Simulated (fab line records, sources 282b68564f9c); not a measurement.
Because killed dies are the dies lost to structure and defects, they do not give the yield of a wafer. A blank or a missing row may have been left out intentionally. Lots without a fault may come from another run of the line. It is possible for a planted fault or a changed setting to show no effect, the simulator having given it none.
Which tool was responsible? ; flow rit cmos ; 45 wafers from 15 lots sampled at 3 of the route's 202 steps

== WHAT THE GAUGES SHOWED, per wafer ==
RIT_WELLDRIVE_RS_MEAS_01: uses a four-point probe to measure.
lot;measured;on;NWELL_RS (ohm/sq)
L564;day 2 06:13;film metro-02;272.9 273.2 273.1
L565;day 2 10:32;film metro-04;272.9 272.6 272.1
L566;day 2 16:52;film metro-02;272.5 272.5 272.7
L569;day 3 08:06;film metro-03;272.7 272.7 272.7
L571;day 3 17:31;film metro-02;274.4 273.9 273.3
L572;day 3 22:35;film metro-02;272.4 272.5 272.4
L573;day 4 01:41;film metro-02;273.7 273.5 274.2
L575;day 4 13:24;film metro-03;273.8 273.4 273.4
L576;day 4 18:29;film metro-03;273.8 273.6 273.9
L577;day 5 00:11;film metro-03;274.1 273.4 273.3
L578;day 5 04:37;film metro-04;273.4 274.2 272.4
L579;day 5 07:34;film metro-04;273.4 273.3 273.5
L580;day 5 14:49;film metro-04;272.5 272.0 271.8
L581;day 5 19:05;film metro-03;273.1 272.6 273.5
L587;day 7 05:52;film metro-03;272.3 273.0 272.8

RIT_NRETRO_TW_MEAS_10.
lot;measured;on;NRETRO_TW
L564;day 2 07:55;film metro-01;1058 1061 1058
L565;day 2 12:14;film metro-02;1073 1070 1060
L566;day 2 18:40;film metro-02;1066 1068 1070
L569;day 3 09:50;film metro-01;1055 1057 1057
L571;day 3 19:22;film metro-04;1049 1042 1047
L572;day 4 00:19;film metro-01;1055 1049 1058
L573;day 4 03:31;film metro-02;1065 1062 1069
L575;day 4 15:16;film metro-01;1058 1060 1052
L576;day 4 20:20;film metro-04;1045 1050 1057
L577;day 5 01:55;film metro-01;1055 1065 1056
L578;day 5 06:20;film metro-02;1066 1072 1066
L579;day 5 09:23;film metro-02;1065 1071 1070
L580;day 5 16:41;film metro-01;1063 1059 1062
L581;day 5 21:04;film metro-02;1064 1064 1066
L587;day 7 07:43;film metro-02;1063 1063 1065

RIT_GATE_THK_MEAS_07.
lot;measured;on;GATE_OXIDE_THK (nm)
L564;day 2 11:30;film metro-01;3.17 3.20 3.06
L565;day 2 16:58;film metro-03;2.93 3.00 2.98
L566;day 2 23:32;film metro-03;3.00 3.01 3.09
L569;day 3 13:22;film metro-01;3.09 3.09 3.04
L571;day 4 01:12;film metro-01;2.97 2.94 3.04
L572;day 4 03:51;film metro-01;3.05 3.03 2.98
L573;day 4 08:20;film metro-02;2.90 2.97 2.90
L575;day 4 18:52;film metro-02;3.06 3.08 3.09
L576;day 5 01:46;film metro-03;3.01 3.03 3.02
L577;day 5 06:46;film metro-03;2.96 3.04 3.06
L578;day 5 09:55;film metro-01;2.99 2.99 2.92
L579;day 5 13:52;film metro-01;3.01 2.98 3.01
L580;day 5 20:32;film metro-02;2.99 3.07 3.00
L581;day 6 00:29;film metro-03;2.99 2.93 3.01
L587;day 7 14:38;film metro-01;3.00 2.98 2.90

== WHAT TOOL EACH LOT RAN ON (gives the tool, then ch and the chambers of the sampled wafers, and finally the start) ==
The record shows no process step preceding these readings.

== WHAT THE TOOLS THEMSELVES READ (means of the sampled wafers that have a number; where no wafer has one, the mark that the record gives instead) ==
The record holds no such reading with a usual standard deviation.

== THE ANSWER, worked out from the rows above alone ==
Rule: the usual values come from the lots themselves. The widest of any qualifying gaps counts: lots, ordered by their means at a reading, are off when they make up no more than a third of the lots, leave a main group of 4 or more, and stand apart from it by 3 or more times the standard deviation of that group's means. Not used: any main group whose means are identical at the precision the tables above print for the reading. Also off: a lot with no number at a reading for which 4 or more lots have one. Any other lot the step has rows for is counted as sound. After the gauges, taken in route order, come the tools' own readings; for these a lot's mean is taken, as printed above. The first step at which some lot is off is used, and at that step the reading that is off furthest; a lot without a number counts as furthest.
No lot is off on any of the readings shown, so nothing can be concluded from this.

== WHAT WAS PUT IN BY THE SIMULATOR ==
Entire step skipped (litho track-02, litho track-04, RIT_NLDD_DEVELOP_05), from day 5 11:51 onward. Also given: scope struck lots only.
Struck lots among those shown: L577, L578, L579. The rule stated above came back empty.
